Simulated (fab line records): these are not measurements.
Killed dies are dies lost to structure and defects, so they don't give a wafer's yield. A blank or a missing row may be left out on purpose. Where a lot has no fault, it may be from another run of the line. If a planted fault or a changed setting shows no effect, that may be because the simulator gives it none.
Problem report in the 8D (eight disciplines) form, filled by code :: flow ritCmos :: the parts of the form that need people (team, actions taken, sign-off) are left out

1. WHAT IS WRONG
Wafers without a fault read 1100 C, standard deviation 0.1; tubeCenterTempC at RIT_FOX1_OXIDATION_00 reads a mean of 1085 C on 6 wafers belonging to 2 lots. That is -99 or more standard deviations from the usual mean.
The step: target thk 350.7 nm, ox time 1130 s.
Seen first at day 3 04:06 on furnace-03, wafer L926.2. Wafers with a number at this step in the record: 42, from 14 lots. The rule behind "out" and "out of limits": a value lying over 4 standard deviations away from the usual mean. All remaining wafers that have a number are taken as sound.

2. WHAT IT IS AND WHAT IT IS NOT
question: which readings at this step
is: tubeCenterTempC, spikeTcCentreC, spikeTcLoadC, spikeTcSourceC, tube_center_temp_C_max
is not: -

question: which lots
is: L926, L927
is not: L919, L920, L921, L924, L925, L928, L929, L932, L936, L939, L941, L942

question: which wafers of those lots
is: all that have a number
is not: -

question: read on which tools
is: furnace-03
is not: furnace-01, furnace-04

question: when
is: from day 3 04:06
is not: up to then (15 sound wafers); but 21 sound wafers of L928, L929, L932, L936, L939, L941, L942 came after

3. THE SUSPECTS, EACH WITH WHAT RULES IT OUT
Counting: any tool at a process step up to the reading is kept as a suspect provided that every lot that is out went through it and no sound lot did after the first of them.
- furnace-03 at RIT_FOX1_OXIDATION_00 (target thk 350.7 nm, ox time 1130 s): kept. It processed each lot that is out, first L926 at day 3 04:06, and no sound lot thereafter; up to then, the last sound lot it processed was L925 at day 2 23:07. On those wafers its own readings are out: spikeTcCentreC, spikeTcLoadC, spikeTcSourceC, tubeCenterTempC, tube_center_temp_C_max.
The count leaves furnace-03 at RIT_FOX1_OXIDATION_00.

4. THE CAUSE (what the simulator had put in)
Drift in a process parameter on furnace-03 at RIT_FOX1_OXIDATION_00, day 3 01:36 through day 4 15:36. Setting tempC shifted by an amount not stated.
After counting, this tool was the only one left.

5. THE CHAIN OF EFFECTS, in route order
One row per reading whose mean, taken over the struck wafers that have a number, lies over 3 standard deviations from the usual. Only readings whose record carries a usual standard deviation are examined. hours: median over the lots of the time between each lot's start at the first step of this table that gives one and its start at this step. sigmas: the change, counted in usual standard deviations.
hours: 0
step: RIT_FOX1_OXIDATION_00
reading: spikeTcCentreC
usual: 1102.2 C
on struck wafers: 1087.6
change: -14.6
sigmas: -12

hours: 0
step: RIT_FOX1_OXIDATION_00
reading: spikeTcLoadC
usual: 1126.2 C
on struck wafers: 1108.5
change: -17.8
sigmas: -8.1

hours: 0
step: RIT_FOX1_OXIDATION_00
reading: spikeTcSourceC
usual: 1127.6 C
on struck wafers: 1112.4
change: -15.2
sigmas: -10

hours: 0
step: RIT_FOX1_OXIDATION_00
reading: tubeCenterTempC
usual: 1100 C
on struck wafers: 1085
change: -15
sigmas: -99 or more

hours: 0
step: RIT_FOX1_OXIDATION_00
reading: tube_center_temp_C_max
usual: 1102.9
on struck wafers: 1088.1
change: -14.8
sigmas: -31
The process steps in it:
- RIT_FOX1_OXIDATION_00: target thk 350.7 nm, ox time 1130 s.
Later steps that measure or inspect, where all struck wafers having a row at the step show a number for every such reading and not one has moved that far: RIT_WELLDRIVE_RS_MEAS_02, RIT_PRETRO_TW_MEAS_10, RIT_NLDD_TW_MEAS_10.

6. WHAT WOULD HAVE CAUGHT IT SOONER
First out-of-limits reading in this record: day 3 04:06, which is 2 hours after fault onset at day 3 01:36.
